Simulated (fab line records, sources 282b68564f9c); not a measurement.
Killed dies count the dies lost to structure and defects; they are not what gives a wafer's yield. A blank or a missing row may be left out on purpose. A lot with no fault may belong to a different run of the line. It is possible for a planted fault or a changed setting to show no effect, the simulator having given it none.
fab line records	flow rit-cmos
record: lots: 6	wafers: 18	last-day: 6
route steps=202 shown NLDD@110 PLDD@114 SPACER@125 NSD@131 PSD@142 M1@202
lots with no fault: from the same line, run without faults
start-h: hours from the record's opening day to when the first of the lot's shown wafers began	wait-h: hours from the lot's prior step to this one	" identical to the entry in the row above	L1.1+2: a single row standing in for several wafers	- either no value or no given start	* or withheld: withheld	< > ~ a bound
route shown NAME@n: names a module that has steps shown in the file, with the first one's number in the route	usual: mean/standard deviation of fault-free wafers	same: alike in all rows	chamber/n: place in a boat	sites: each site's reading	_std_site: their standard deviation	_edge_site: outer sites' mean less inner sites'	radius-mm: how far each site lies from the wafer's centre	mask NAME#n: copy n	behind: tool/chamber where the wafer was last shaped	hold: reason for holding the lot/hours on hold/outcome of the hold	device: transistor that didn't switch, given as n, p or np	end of line: the same wafers' tests at the end of the route	step lacking rows: just its recipe	killed: at the first sort, the dies lost to defects and structure; wafer yield is something else	map: a wafer's dies, x killed, . not, _ none there
set.NAME: the setting the step ran with; set.NAME@STEP: the setting that earlier step ran with	model.NAME: the simulator's own value behind a step, which no gauge read
lots at selected steps of the route; one table per step, one row per wafer
services: the hour from which a tool's chamber was out of use, counted from the record's first day as start-h (under 0 if before that day), plus the number of hours and why
== steps ==
step: RIT_NLDD_HARDBAKE_07
recipe: resist: NOVOLAK	temp-c: 140	time-s: 60
step: RIT_NLDD_IMPLANT_08
recipe: species: P	energy-kev: 20	dose-cm2: 5e+14	tilt-deg: 7
step: RIT_NLDD_STRIP_09
recipe: chemistry: O2	time-s: 180	resist: NOVOLAK	platen-temp-c: withheld	power-w: 508	pressure-mtorr: 4000	o2-flow-sccm: 4000
usual: drypump-motor-current-A: 5.4/0.42	rf-refl-power-W: 7.7/1.4
lot.wafer	tool	chamber	start-h	wait-h	drypump-motor-current-A	rf-hours-counter-h	rf-refl-power-W
L385.1	plasma-asher-03	0	58.21	0.1	5.3	41	6.9
L385.4	"	1	"	"	5.2	-	8.0
L385.6	"	1	"	"	5.2	-	8.0
L387.1	plasma-asher-01	0	68.75	0.1	4.8	29	7.4
L387.5	"	1	"	"	5.9	-	9.6
L387.6	"	0	"	"	4.8	-	7.5
L389.1	plasma-asher-03	1	77.56	0.1	5.2	43	8.1
L389.3	"	0	"	"	5.3	-	6.8
L389.6	"	0	"	"	5.3	-	6.6
L398.2	plasma-asher-03	0	121.44	0.1	5.3	0	7.0
L398.3	"	1	"	"	5.2	-	7.5
L398.4	"	0	"	"	5.3	-	6.7
L399.3	plasma-asher-04	0	124.10	0.1	5.9	-	3.7
L399.5	"	1	"	"	5.8	-	8.7
L399.6	"	0	"	"	5.8	-	3.5
L400.1	plasma-asher-03	0	132.02	0.1	5.3	1	6.7
L400.4	"	1	"	"	5.2	-	7.9
L400.5	"	0	"	"	5.3	-	7.0
step: RIT_NLDD_TW_MEAS_10
usual: NLDD_TW: 2482/11
lot.wafer	tool	chamber	start-h	wait-h	NLDD_TW
L385.1	film-metro-02	-	58.39	0.1	2495
L385.4	"	-	"	"	2507
L385.6	"	-	"	"	2490
L387.1	film-metro-03	-	68.93	0.1	2472
L387.5	"	-	"	"	2470
L387.6	"	-	"	"	2484
L389.1	film-metro-03	-	77.73	0.1	2471
L389.3	"	-	"	"	2474
L389.6	"	-	"	"	2476
L398.2	film-metro-02	-	121.62	0.1	2485
L398.3	"	-	"	"	2489
L398.4	"	-	"	"	2485
L399.3	film-metro-04	-	124.24	0.1	2501
L399.5	"	-	"	"	2500
L399.6	"	-	"	"	2510
L400.1	film-metro-04	-	132.19	0.1	2503
L400.4	"	-	"	"	2494
L400.5	"	-	"	"	2505
step: RIT_PLDD_HMDS_00
recipe: prime-time-s: 60	prime-temp-c: 140
step: RIT_PLDD_COAT_01
recipe: resist: NOVOLAK	spin-rpm: 3250	resist-thk-nm: 1000
step: RIT_PLDD_SOFTBAKE_02
recipe: resist: NOVOLAK	temp-c: 90	time-s: 60
step: RIT_PLDD_EXPOSE_03
recipe: mask-id: M8	na: 0.57	target-cd-nm: 40900	dose-mj: 250
step: RIT_PLDD_PEB_04
recipe: resist: NOVOLAK	temp-c: withheld	time-s: withheld
step: RIT_PLDD_DEVELOP_05
recipe: resist: NOVOLAK	develop-time-s: 50	dev-temp-c: 23
step: RIT_PLDD_OVL_MEAS_06
usual: PLDD_OVL: -1.3/1.4
lot.wafer	tool	chamber	start-h	wait-h	PLDD_OVL[nm]
L385.1	overlay-02	-	59.30	-	-1.3
L385.4	"	-	"	"	-0.8
L385.6	"	-	"	"	-1.5
L387.1	overlay-02	-	69.84	-	-0.9
L387.5	"	-	"	"	-2.7
L387.6	"	-	"	"	-0.6
L389.1	overlay-01	-	78.64	-	-1.7
L389.3	"	-	"	"	-3.7
L389.6	"	-	"	"	-3.0
L398.2	overlay-02	-	122.65	-	-1.1
L398.3	"	-	"	"	-2.6
L398.4	"	-	"	"	-0.5
L399.3	overlay-01	-	125.27	-	-1.9
L399.5	"	-	"	"	-0.5
L399.6	"	-	"	"	-0.7
L400.1	overlay-02	-	133.23	-	-1.5
L400.4	"	-	"	"	-1.9
L400.5	"	-	"	"	0.5
step: RIT_PLDD_HARDBAKE_07
recipe: resist: NOVOLAK	temp-c: 140	time-s: 60
step: RIT_PLDD_IMPLANT_08
recipe: species: BF2	energy-kev: 20	dose-cm2: 9e+14	tilt-deg: 7
usual: beam-energy-keV: 19.999/0.005	beam-on-s: 9.98/0.22	tilt-deg: 7.002/0.022
lot.wafer	tool	chamber	start-h	wait-h	beam-energy-keV	beam-on-s	tilt-deg
L385.1	implanter-02	0	59.48	0.1	19.992	9.84	6.982
L385.4	"	0	"	"	20.008	10.16	6.959
L385.6	"	0	"	"	19.999	9.64	6.989
L387.1	implanter-03	0	70.06	0.1	20.000	10.18	6.961
L387.5	"	0	"	"	20.002	10.18	6.975
L387.6	"	0	"	"	19.995	9.85	6.963
L387.1	implanter-03	0	70.37	0.3	20.004	9.87	7.003
L387.5	"	0	"	"	19.998	10.06	6.993
L387.6	"	0	"	"	20.002	9.86	6.993
L389.1	implanter-04	0	78.83	0.1	20.003	10.03	7.004
L389.3	"	0	"	"	19.996	9.74	6.997
L389.6	"	0	"	"	20.002	9.39	6.994
L389.1	implanter-04	0	79.14	0.3	20.002	10.02	7.033
L389.3	"	0	"	"	20.001	9.71	7.016
L389.6	"	0	"	"	20.001	10.28	7.017
L398.2	implanter-02	0	122.86	0.1	19.995	10.33	6.996
L398.3	"	0	"	"	19.997	10.23	7.024
L398.4	"	0	"	"	19.987	9.95	7.019
L399.3	implanter-03	0	125.49	0.1	19.998	10.26	7.045
L399.5	"	0	"	"	20.001	9.82	7.018
L399.6	"	0	"	"	19.999	10.05	7.023
L400.1	implanter-03	0	133.41	0.1	19.999	9.92	7.010
L400.4	"	0	"	"	19.998	10.31	7.005
L400.5	"	0	"	"	20.005	9.90	6.990
step: RIT_PLDD_STRIP_09
recipe: chemistry: O2	time-s: 180	resist: NOVOLAK	platen-temp-c: withheld	power-w: 500	pressure-mtorr: 4000	o2-flow-sccm: 4000
usual: drypump-motor-current-A: 5.6/0.31	rf-refl-power-W: 6.8/1.8
lot.wafer	tool	chamber	start-h	wait-h	drypump-motor-current-A	rf-hours-counter-h	rf-refl-power-W
L385.1	plasma-asher-04	1	59.63	0.1	5.8	41	9.0
L385.4	"	1	"	"	5.8	-	8.6
L385.6	"	1	"	"	5.8	-	9.0
L387.1	plasma-asher-03	0	70.79	0.4	5.3	42	6.7
L387.5	"	1	"	"	5.2	-	7.6
L387.6	"	0	"	"	5.3	-	6.7
L389.1	plasma-asher-04	1	79.29	0.1	5.8	42	8.5
L389.3	"	1	"	"	5.8	-	8.4
L389.6	"	1	"	"	5.8	-	8.4
L398.2	plasma-asher-03	0	122.98	0.1	5.3	0	6.5
L398.3	"	0	"	"	5.3	-	6.4
L398.4	"	1	"	"	5.2	-	7.8
L399.3	plasma-asher-04	0	125.65	0.1	5.9	-	3.5
L399.5	"	0	"	"	5.9	-	3.6
L399.6	"	1	"	"	5.8	-	8.7
L400.1	plasma-asher-03	1	133.56	0.1	5.2	1	7.7
L400.4	"	1	"	"	5.2	-	8.1
L400.5	"	0	"	"	5.3	-	6.9
step: RIT_PLDD_TW_MEAS_10
usual: PLDD_TW: 2340/9.9
lot.wafer	tool	chamber	start-h	wait-h	PLDD_TW
L385.1	film-metro-04	-	59.81	0.1	2339
L385.4	"	-	"	"	2328
L385.6	"	-	"	"	2328
L387.1	film-metro-03	-	70.97	0.1	2738
L387.5	"	-	"	"	2728
L387.6	"	-	"	"	2745
L387.1	film-metro-03	-	71.19	0.2	2742
L387.5	"	-	"	"	2717
L387.6	"	-	"	"	2728
L389.1	film-metro-03	-	79.47	0.1	2729
L389.3	"	-	"	"	2727
L389.6	"	-	"	"	2728
L389.1	film-metro-03	-	79.69	0.2	2733
L389.3	"	-	"	"	2735
L389.6	"	-	"	"	2736
L398.2	film-metro-04	-	123.17	0.1	2349
L398.3	"	-	"	"	2343
L398.4	"	-	"	"	2362
L399.3	film-metro-02	-	125.79	0.1	2340
L399.5	"	-	"	"	2351
L399.6	"	-	"	"	2360
L400.1	film-metro-02	-	133.74	0.1	2337
L400.4	"	-	"	"	2343
L400.5	"	-	"	"	2361
step: RIT_SPACER_CLEAN_00
recipe: chemistry: SC1	mix: 3:3:50	time-s: 623.6	temp-c: 75
step: RIT_SPACER_CLEAN_01
recipe: chemistry: dHF	dilution: 50:1	time-s: 30
step: RIT_SPACER_CLEAN_02
recipe: chemistry: SC2	mix: 3:3:50	time-s: 600	temp-c: 75	dry: n2-spin
step: RIT_SPACER_CVD_03
recipe: material: Si3N4	target-thk-nm: 250	temp-c: 810	precursor: SiH2Cl2/NH3	time-s: 3300	pressure-mtorr: 300	sih2cl2-flow-sccm: 60	nh3-flow-sccm: 150
step: RIT_SPACER_THK_MEAS_04
recipe: reads: Si3N4_of_SPACER_CVD_03
usual: SPACER_NITRIDE_THK: 250.0/2.2
lot.wafer	tool	chamber	start-h	wait-h	SPACER_NITRIDE_THK[nm]
L385.1	film-metro-03	-	62.15	0.0	249.2
L385.4	"	-	"	"	248.3
L385.6	"	-	"	"	251.5
L387.1	film-metro-01	-	81.57	0.1	249.4
L387.5	"	-	"	"	250.8
L387.6	"	-	"	"	250.1
L389.1	film-metro-03	-	84.47	0.0	248.0
L389.3	"	-	"	"	250.7
L389.6	"	-	"	"	251.1
L398.2	film-metro-03	-	126.42	0.0	251.9
L398.3	"	-	"	"	252.4
L398.4	"	-	"	"	251.1
L399.3	film-metro-01	-	128.16	0.0	247.3
L399.5	"	-	"	"	248.3
L399.6	"	-	"	"	249.3
L400.1	film-metro-01	-	136.10	0.0	256.5
L400.4	"	-	"	"	253.2
L400.5	"	-	"	"	256.6
step: RIT_SPACER_ETCHBACK_05
recipe: target-depth-a: 2500	SF6_flow_sccm: 30	CHF3_flow_sccm: 30	target: Si3N4	chemistry: SF6/CHF3	pressure-mtorr: 40	rf-w: 250	time-s: 240	stop-on: SiO2
usual: drypump-motor-current-A: 5.7/0.56	oes-product-au: 0.845/0.013	rf-fwd-power-W: 249.3/0.87	throttle-valve-pct: 10.26/0.14
lot.wafer	tool	chamber	start-h	wait-h	drypump-motor-current-A	oes-product-au	rf-fwd-power-W	rf-hours-counter-h	throttle-valve-pct
L385.1	rie-diel-01	0	62.21	0.1	5.9	0.847	250.7	0	10.08
L385.4	"	3	"	"	6.6	0.841	250.0	55	10.34
L385.6	"	3	"	"	6.5	0.849	250.8	-	10.32
L387.1	rie-diel-02	3	81.63	0.1	6.0	0.822	249.7	6	10.24
L387.5	"	0	"	"	6.3	0.855	250.3	-	10.29
L387.6	"	1	"	"	5.0	0.837	250.3	-	10.37
L389.1	rie-diel-01	1	84.53	0.1	5.6	0.838	249.8	43	10.03
L389.3	"	0	"	"	5.9	0.858	251.1	1	10.07
L389.6	"	1	"	"	5.6	0.838	249.7	-	10.02
L398.2	rie-diel-02	2	126.47	0.0	5.3	0.862	249.9	0	10.23
L398.3	"	0	"	"	6.3	0.858	248.1	84	10.29
L398.4	"	0	"	"	6.3	0.853	247.9	-	10.30
L399.3	rie-diel-01	2	128.20	0.0	6.1	0.822	248.6	93	10.37
L399.5	"	2	"	"	6.2	0.826	247.6	-	10.38
L399.6	"	1	"	"	5.6	0.834	248.2	-	10.03
L400.1	rie-diel-02	1	136.16	0.1	5.0	0.848	249.8	78	10.38
L400.4	"	2	"	"	5.3	0.868	248.5	-	10.22
L400.5	"	1	"	"	5.0	0.859	250.1	-	10.38
step: RIT_NSD_HMDS_00
recipe: prime-time-s: 60	prime-temp-c: 140
step: RIT_NSD_COAT_01
recipe: resist: NOVOLAK	spin-rpm: 3250	resist-thk-nm: 1000
step: RIT_NSD_SOFTBAKE_02
recipe: resist: NOVOLAK	temp-c: 90	time-s: 60
step: RIT_NSD_EXPOSE_03
recipe: mask-id: M9	na: 0.57	target-cd-nm: 40700	dose-mj: 250
step: RIT_NSD_PEB_04
recipe: resist: NOVOLAK	temp-c: withheld	time-s: withheld
step: RIT_NSD_DEVELOP_05
recipe: resist: NOVOLAK	develop-time-s: 50	dev-temp-c: 23
step: RIT_NSD_OVL_MEAS_06
usual: NSD_OVL: 0.2/1.2
lot.wafer	tool	chamber	start-h	wait-h	NSD_OVL[nm]
L385.1	overlay-02	-	63.21	-	0.2
L385.4	"	-	"	"	-0.5
L385.6	"	-	"	"	-0.4
L387.1	overlay-01	-	83.16	-	-0.2
L387.5	"	-	"	"	-0.1
L387.6	"	-	"	"	0.0
L389.1	overlay-01	-	85.61	-	-0.5
L389.3	"	-	"	"	-1.2
L389.6	"	-	"	"	-1.1
L398.2	overlay-02	-	127.47	-	-0.1
L398.3	"	-	"	"	-0.8
L398.4	"	-	"	"	0.4
L399.3	overlay-01	-	129.47	-	1.1
L399.5	"	-	"	"	-0.2
L399.6	"	-	"	"	-0.3
L400.1	overlay-01	-	137.16	-	-0.5
L400.4	"	-	"	"	0.9
L400.5	"	-	"	"	0.5
step: RIT_NSD_HARDBAKE_07
recipe: resist: NOVOLAK	temp-c: 138.8	time-s: 60
step: RIT_NSD_IMPLANT_08
recipe: species: P	energy-kev: 25	dose-cm2: 1e+15	tilt-deg: 7
step: RIT_NSD_STRIP_09
recipe: chemistry: O2	time-s: 180	resist: NOVOLAK	platen-temp-c: withheld	power-w: 500	pressure-mtorr: 4000	o2-flow-sccm: 4000
usual: drypump-motor-current-A: 5.5/0.42	rf-refl-power-W: 7.4/0.89
lot.wafer	tool	chamber	start-h	wait-h	drypump-motor-current-A	rf-hours-counter-h	rf-refl-power-W
L385.1	plasma-asher-03	1	63.55	0.1	5.2	41	7.7
L385.4	"	1	"	"	5.2	-	7.7
L385.6	"	0	"	"	5.3	-	6.5
L387.1	plasma-asher-03	1	83.49	0.1	5.2	43	7.8
L387.5	"	1	"	"	5.2	-	7.7
L387.6	"	0	"	"	5.3	-	6.8
L389.1	plasma-asher-02	1	85.95	0.1	6.0	42	6.5
L389.3	"	0	"	"	5.7	-	6.7
L389.6	"	0	"	"	5.7	-	6.9
L398.2	plasma-asher-03	0	127.80	0.1	5.3	1	6.7
L398.3	"	1	"	"	5.2	-	8.0
L398.4	"	0	"	"	5.3	-	6.8
L399.3	plasma-asher-01	1	129.86	0.1	5.8	-	8.9
L399.5	"	0	"	"	4.8	-	6.8
L399.6	"	1	"	"	5.8	-	9.2
L400.1	plasma-asher-02	0	137.49	0.1	5.6	48	6.8
L400.4	"	0	"	"	5.7	-	7.0
L400.5	"	0	"	"	5.7	-	6.7
step: RIT_NSD_TW_MEAS_10
usual: NSD_TW: 3112/13
lot.wafer	tool	chamber	start-h	wait-h	NSD_TW
L385.1	film-metro-04	-	63.72	0.1	3114
L385.4	"	-	"	"	3110
L385.6	"	-	"	"	3115
L387.1	film-metro-02	-	83.67	0.1	3103
L387.5	"	-	"	"	3108
L387.6	"	-	"	"	3104
L389.1	film-metro-03	-	86.12	0.1	3113
L389.3	"	-	"	"	3110
L389.6	"	-	"	"	3119
L398.2	film-metro-04	-	127.99	0.1	3138
L398.3	"	-	"	"	3136
L398.4	"	-	"	"	3125
L399.3	film-metro-02	-	129.99	0.1	3119
L399.5	"	-	"	"	3118
L399.6	"	-	"	"	3107
L400.1	film-metro-04	-	137.67	0.1	3136
L400.4	"	-	"	"	3132
L400.5	"	-	"	"	3112
step: RIT_PSD_HMDS_00
recipe: prime-time-s: 60	prime-temp-c: 140
step: RIT_PSD_COAT_01
recipe: resist: NOVOLAK	spin-rpm: 3250	resist-thk-nm: 1000
step: RIT_PSD_SOFTBAKE_02
recipe: resist: NOVOLAK	temp-c: 90	time-s: 60
step: RIT_PSD_EXPOSE_03
recipe: mask-id: M10	na: 0.57	target-cd-nm: 40900	dose-mj: 250
step: RIT_PSD_PEB_04
recipe: resist: NOVOLAK	temp-c: withheld	time-s: withheld
step: RIT_PSD_DEVELOP_05
recipe: resist: NOVOLAK	develop-time-s: 50	dev-temp-c: 23
step: RIT_PSD_OVL_MEAS_06
usual: PSD_OVL: -0.2/1.4
lot.wafer	tool	chamber	start-h	wait-h	PSD_OVL[nm]
L385.1	overlay-01	-	64.93	-	0.4
L385.4	"	-	"	"	0.9
L385.6	"	-	"	"	1.0
L387.1	overlay-01	-	84.76	-	-0.5
L387.5	"	-	"	"	-1.2
L387.6	"	-	"	"	-2.9
L389.1	overlay-01	-	87.19	-	0.1
L389.3	"	-	"	"	-1.7
L389.6	"	-	"	"	-0.9
L398.2	overlay-01	-	129.09	-	1.8
L398.3	"	-	"	"	0.4
L398.4	"	-	"	"	-1.0
L399.3	overlay-02	-	131.02	-	0.0
L399.5	"	-	"	"	1.2
L399.6	"	-	"	"	0.2
L400.1	overlay-01	-	138.58	-	0.2
L400.4	"	-	"	"	-0.2
L400.5	"	-	"	"	-1.0
step: RIT_PSD_HARDBAKE_07
recipe: resist: NOVOLAK	temp-c: 140	time-s: 60
step: RIT_PSD_IMPLANT_08
recipe: species: BF2	energy-kev: 27	dose-cm2: 5.073e+15	tilt-deg: 7
step: RIT_PSD_STRIP_09
recipe: chemistry: O2	time-s: 180	resist: NOVOLAK	platen-temp-c: withheld	power-w: 500	pressure-mtorr: 4000	o2-flow-sccm: 4000
usual: drypump-motor-current-A: 5.7/0.43	rf-refl-power-W: 7.2/1.9
lot.wafer	tool	chamber	start-h	wait-h	drypump-motor-current-A	rf-hours-counter-h	rf-refl-power-W
L385.1	plasma-asher-02	1	65.26	0.1	5.9	40	7.2
L385.4	"	1	"	"	6.0	-	7.0
L385.6	"	0	"	"	5.7	-	6.8
L387.1	plasma-asher-02	0	85.10	0.1	5.7	41	6.9
L387.5	"	1	"	"	6.0	-	6.9
L387.6	"	0	"	"	5.7	-	6.9
L389.1	plasma-asher-02	0	87.64	0.1	5.6	42	6.7
L389.3	"	0	"	"	5.7	-	6.7
L389.6	"	0	"	"	5.7	-	6.6
L398.2	plasma-asher-01	0	129.42	0.1	4.8	36	6.9
L398.3	"	1	"	"	5.9	-	9.4
L398.4	"	0	"	"	4.8	-	7.0
L399.3	plasma-asher-01	0	131.40	0.1	4.8	-	7.7
L399.5	"	1	"	"	5.9	-	9.0
L399.6	"	0	"	"	4.8	-	7.0
L400.1	plasma-asher-01	1	138.91	0.1	5.9	37	9.7
L400.4	"	1	"	"	5.9	-	9.8
L400.5	"	1	"	"	5.9	-	9.7
step: RIT_SDANNEAL_RS_MEAS_06
recipe: thk-meas-gauge: four-point-probe
usual: PLDD_RS: 178.4/0.47
lot.wafer	tool	chamber	start-h	wait-h	PLDD_RS[ohm/sq]
L385.1	film-metro-02	-	66.18	0.1	177.7
L385.4	"	-	"	"	177.9
L385.6	"	-	"	"	178.2
L387.1	film-metro-03	-	86.00	0.1	151.5
L387.5	"	-	"	"	151.7
L387.6	"	-	"	"	151.7
L387.1	film-metro-03	-	86.28	0.3	151.3
L387.5	"	-	"	"	151.9
L387.6	"	-	"	"	151.7
L389.1	film-metro-02	-	88.54	0.1	151.6
L389.3	"	-	"	"	151.8
L389.6	"	-	"	"	151.3
L389.1	film-metro-02	-	88.83	0.3	151.4
L389.3	"	-	"	"	151.7
L389.6	"	-	"	"	151.5
L398.2	film-metro-02	-	130.36	0.1	178.0
L398.3	"	-	"	"	178.3
L398.4	"	-	"	"	178.1
L399.3	film-metro-03	-	132.29	0.1	179.6
L399.5	"	-	"	"	179.2
L399.6	"	-	"	"	179.1
L400.1	film-metro-03	-	139.83	0.1	178.7
L400.4	"	-	"	"	178.5
L400.5	"	-	"	"	179.2
step: RIT_M1_PROBE_99
usual: defect-limited-yield: 97.4/1	killed-at-contacts: 0.1/0.3	killed-at-front-end: 6.7/2.6	killed-dies: 6.8/2.6	killed-open: 3.3/1.7	killed-short: 3.4/2	sort_bin_3_pad_short: 0.1/0.24	sort_bin_5_function: 1.5/0.77	sort_bin_6_memory: 1.0/0.61	sort-n-pass: 257.2/2.6	sort-yield-pct: 97.4/1
same: gross-dies: 264	killed_at_M0_to_M3: 0	killed_at_M4_up: 0	killed-at-back-side: 0	killed-at-other: 0
lot.wafer	tool	chamber	start-h	wait-h	defect-limited-yield[%]	killed-at-contacts	killed-at-front-end	killed-dies	killed-open	killed-short	sort_bin_3_pad_short[%]	sort_bin_5_function[%]	sort_bin_6_memory[%]	sort-n-pass	sort-yield-pct[%]
L399.3	prober-01	-	139.73	0.2	97.0	0	8	8	4	4	0	1.9	1.1	256.0	97.0
L399.5	prober-01	-	139.83	0.2	97.3	0	7	7	3	4	0	1.9	0.8	257.0	97.3
L399.6	prober-01	-	139.88	0.2	98.5	0	4	4	2	2	0	1.1	0.4	260.0	98.5
L400.1	prober-02	-	147.08	0.1	97.3	0	7	7	3	4	0	1.1	1.5	257.0	97.3
L400.4	prober-02	-	147.23	0.2	95.1	0	13	13	4	9	0.4	3.8	0.8	251.0	95.1
L400.5	prober-02	-	147.28	0.2	98.1	0	5	5	3	2	0	0.8	1.1	259.0	98.1
killed by level:class
L399.3 GATE:geometric-particle:short=3 REOX:geometric-particle:open=2 FOX2:geometric-particle:short=1 GATE:geometric-particle:open=1 SPACER:geometric-particle:open=1
L399.5 GATE:geometric-particle:short=2 SPACER:geometric-particle:open=2 FOX1:geometric-particle:short=1 GATE:geometric-particle:open=1 REOX:geometric-particle:short=1
L399.6 FOX1:geometric-particle:open=2 FOX2:geometric-particle:short=1 GATE:geometric-particle:short=1
L400.1 GATE:geometric-particle:short=4 GATE:geometric-particle:open=2 FOX2:geometric-particle:open=1
L400.4 GATE:geometric-particle:short=3 FOX1:geometric-particle:short=2 FOX2:geometric-particle:short=2 REOX:geometric-particle:short=2 SILICIDE:geometric-particle:open=2 GATE:geometric-particle:open=1 REOX:geometric-particle:open=1
L400.5 GATE:geometric-particle:open=3 GATE:geometric-particle:short=1 SILICIDE:geometric-particle:short=1
== services ==
tool	chamber	start-h	hours	kind
rie-diel-02	3	45.81	6.1	repair
implanter-03	-	46.71	5.2	repair
plasma-asher-04	-	62.96	15.9	pm
implanter-02	-	66.62	12.5	repair
plasma-asher-02	-	67.06	1.2	repair
rie-diel-02	2	84.55	-	clean
rie-diel-02	2	84.55	20.4	scheduled-down
rie-diel-02	2	84.55	20.4	vent-cycle
implanter-04	-	90.52	2.5	repair
rie-diel-01	0	92.51	5.3	repair
implanter-04	-	102.93	3.4	repair
plasma-asher-03	-	107.08	5.2	repair
plasma-asher-03	-	112.27	9.0	pm
plasma-asher-03	0	112.27	9.0	vent-cycle
plasma-asher-03	1	112.27	9.0	vent-cycle
rie-diel-02	3	121.12	15.6	repair
plasma-asher-03	0	121.27	-	clean
plasma-asher-03	1	121.27	-	clean
rie-diel-02	1	122.91	2.9	repair
implanter-02	-	123.74	29.2	repair
rie-diel-02	-	137.36	2.8	pm
== key ==
first-sign: step: RIT_PLDD_IMPLANT_08	reading: visit	direction: added
effect: step: RIT_PLDD_TW_MEAS_10	reading: visit	direction: added
effect: step: RIT_PLDD_TW_MEAS_10	reading: PLDD_TW	direction: up	sigmas: 40	usual: 2340	struck: 2732
effect: step: RIT_SDANNEAL_RS_MEAS_06	reading: PLDD_RS	direction: down	sigmas: 57	usual: 178.4	struck: 151.6
met-at RIT_PLDD_IMPLANT_08
struck-wafers L387.1,L387.5,L387.6,L389.1,L389.3,L389.6
scrapped-behind RIT_SDANNEAL_RS_MEAS_06 L387.1,L387.5,L387.6,L389.1,L389.3,L389.6
fault: kind: repeated-step-whole	tool: implanter-02,implanter-03,implanter-04	chamber: -	onset-h: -	steps: RIT_PLDD_IMPLANT_08	times: 1	scope: struck-lots-only
